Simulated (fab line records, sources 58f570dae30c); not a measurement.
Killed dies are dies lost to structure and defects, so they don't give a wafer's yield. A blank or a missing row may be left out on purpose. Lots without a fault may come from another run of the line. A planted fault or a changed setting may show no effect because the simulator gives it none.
Which tool did it? | flow berkeley_cmos170 | 13 lots, 39 wafers sampled, at 3 steps of a route of 331

WHAT THE GAUGES READ, wafer by wafer
UCB170_V1_THK_MEAS_04.
lot  | measured     | on            | V1_POLISHED_THK (nm)
L737 | day 8 08:05  | film_metro-01 | 1000.8 1000.5 999.3
L739 | day 8 21:18  | film_metro-02 | 999.6 1002.7 1001.1
L738 | day 8 22:35  | film_metro-04 | 999.8 1002.7 999.4
L742 | day 9 05:16  | film_metro-02 | 999.5 1002.3 1001.3
L740 | day 9 06:35  | film_metro-04 | 999.8 1002.6 1001.2
L741 | day 9 08:42  | film_metro-01 | 1001.1 998.8 1000.6
L744 | day 10 07:47 | film_metro-04 | 1001.0 1000.4 1001.9
L751 | day 11 01:25 | film_metro-04 | 999.4 1001.2 998.5
L748 | day 11 05:54 | film_metro-02 | 1002.1 1001.5 1001.0
L746 | day 11 07:05 | film_metro-04 | 1000.6 999.8 998.9
L756 | day 12 09:33 | film_metro-02 | 1000.1 999.6 999.2
L760 | day 13 02:25 | film_metro-02 | 1001.5 1000.4 999.5
L759 | day 13 03:46 | film_metro-01 | 1001.5 1003.6 1001.4

WHICH TOOL RAN EACH LOT (tool, then ch and the chambers of the sampled wafers, then the start)
lot  | UCB170_CONTACT_ETCH_17             | UCB170_CONTACT_ETCH_18
L737 | rie_diel-02 ch 1,2,3, day 8 02:10  | rie_diel-02 ch 1,2,3, day 8 08:05 or earlier
L739 | rie_diel-04 ch 0,1,2, day 8 16:39  | rie_diel-04 ch 0,1,2, day 8 21:18 or earlier
L738 | rie_diel-01 ch 0,1,3, day 8 17:29  | rie_diel-01 ch 0,1,3, day 8 22:35 or earlier
L742 | rie_diel-04 ch 0,1,3, day 9 01:04  | rie_diel-04 ch 0,1, day 9 05:16 or earlier
L740 | rie_diel-02 ch 2,3, day 9 01:28    | rie_diel-02 ch 2,3, day 9 06:35 or earlier
L741 | rie_diel-02 ch 1,2,3, day 9 03:10  | rie_diel-02 ch 1,2,3, day 9 08:42 or earlier
L744 | rie_diel-04 ch 1,2,3, day 10 03:20 | rie_diel-04 ch 1,2,3, day 10 07:47 or earlier
L751 | rie_diel-01 ch 1,2, day 10 21:13   | rie_diel-01 ch 1,2, day 11 01:25 or earlier
L748 | rie_diel-01 ch 0,1,2, day 11 00:09 | rie_diel-01 ch 0,1,2, day 11 05:54 or earlier
L746 | rie_diel-04 ch 0,3, day 11 00:45   | rie_diel-04 ch 0,3, day 11 07:05 or earlier
L756 | rie_diel-02 ch 0,1,3, day 12 05:11 | rie_diel-02 ch 0,1,3, day 12 09:33 or earlier
L760 | rie_diel-02 ch 0,3, day 12 21:52   | rie_diel-02 ch 0,3, day 13 02:25 or earlier
L759 | rie_diel-04 ch 0,1,2, day 12 22:19 | rie_diel-04 ch 0,1,2, day 13 03:46 or earlier
- UCB170_CONTACT_ETCH_17: etches BARC in N2/H2.
- UCB170_CONTACT_ETCH_18: etches PSG in CHF3/CF4/Ar, stops on TiSi2, target depth 840 nm, time 195 s.

WHAT THE TOOLS THEMSELVES READ (means of the sampled wafers that have a number; where no wafer has one, the mark that the record gives instead)
UCB170_CONTACT_ETCH_17.
lot  | tool        | drypump_motor_current_A (A) | oes_product_au (a.u.) | throttle_valve_pct (%)
L737 | rie_diel-02 | 5.9                         | 1.017                 | 13.29
L739 | rie_diel-04 | 5.9                         | 0.998                 | 13.28
L738 | rie_diel-01 | 5.4                         | 1.007                 | 13.24
L742 | rie_diel-04 | 5.6                         | 0.996                 | 13.22
L740 | rie_diel-02 | 5.8                         | 1.005                 | 13.24
L741 | rie_diel-02 | 5.9                         | 1.018                 | 13.29
L744 | rie_diel-04 | 6.0                         | 0.992                 | 13.46
L751 | rie_diel-01 | 5.4                         | 1.000                 | 13.22
L748 | rie_diel-01 | 5.4                         | 0.995                 | 13.20
L746 | rie_diel-04 | 5.6                         | 0.995                 | 13.33
L756 | rie_diel-02 | 5.4                         | 1.014                 | 13.23
L760 | rie_diel-02 | 5.1                         | 1.012                 | 13.11
L759 | rie_diel-04 | 5.8                         | 1.011                 | 13.28

UCB170_CONTACT_ETCH_18.
lot  | tool        | drypump_motor_current_A (A) | oes_product_au (a.u.) | throttle_valve_pct (%)
L737 | rie_diel-02 | 5.8                         | 0.907                 | 6.94
L739 | rie_diel-04 | 5.8                         | 0.902                 | 6.91
L738 | rie_diel-01 | 5.4                         | 0.888                 | 6.89
L742 | rie_diel-04 | 5.5                         | 0.912                 | 6.73
L740 | rie_diel-02 | 5.8                         | 0.892                 | 6.90
L741 | rie_diel-02 | 5.9                         | 0.898                 | 6.92
L744 | rie_diel-04 | 6.0                         | 0.900                 | 7.05
L751 | rie_diel-01 | 5.4                         | 0.900                 | 6.82
L748 | rie_diel-01 | 5.5                         | 0.899                 | 6.83
L746 | rie_diel-04 | 5.6                         | 0.908                 | 6.96
L756 | rie_diel-02 | 5.4                         | 0.909                 | 6.87
L760 | rie_diel-02 | 5.1                         | 0.896                 | 6.78
L759 | rie_diel-04 | 5.9                         | 0.895                 | 6.91

THE ANSWER, worked out from the rows above alone
Rule: what is usual is taken from the lots themselves. Put in order of their means at a reading, lots are off if they are a third of the lots or fewer, leave a main group of 4 or more, and stand apart from it by a gap of 3 or more times the standard deviation of the main group's means; of several such gaps the widest counts. A main group whose means are all the same, to the digits that the tables above print for the reading, isn't used. A lot without any number at a reading at which 4 lots or more have one is off too. The other lots that the step has rows for count as sound. The gauges are gone through in route order, then the tools' own readings, and for those a lot's mean is taken as printed above. The first step at which some lot is off is used, and at that step the reading that is off furthest; a lot without a number counts as furthest.
No lot is off at any reading shown: from this, nothing can be told.

WHAT THE SIMULATOR HAD PUT IN
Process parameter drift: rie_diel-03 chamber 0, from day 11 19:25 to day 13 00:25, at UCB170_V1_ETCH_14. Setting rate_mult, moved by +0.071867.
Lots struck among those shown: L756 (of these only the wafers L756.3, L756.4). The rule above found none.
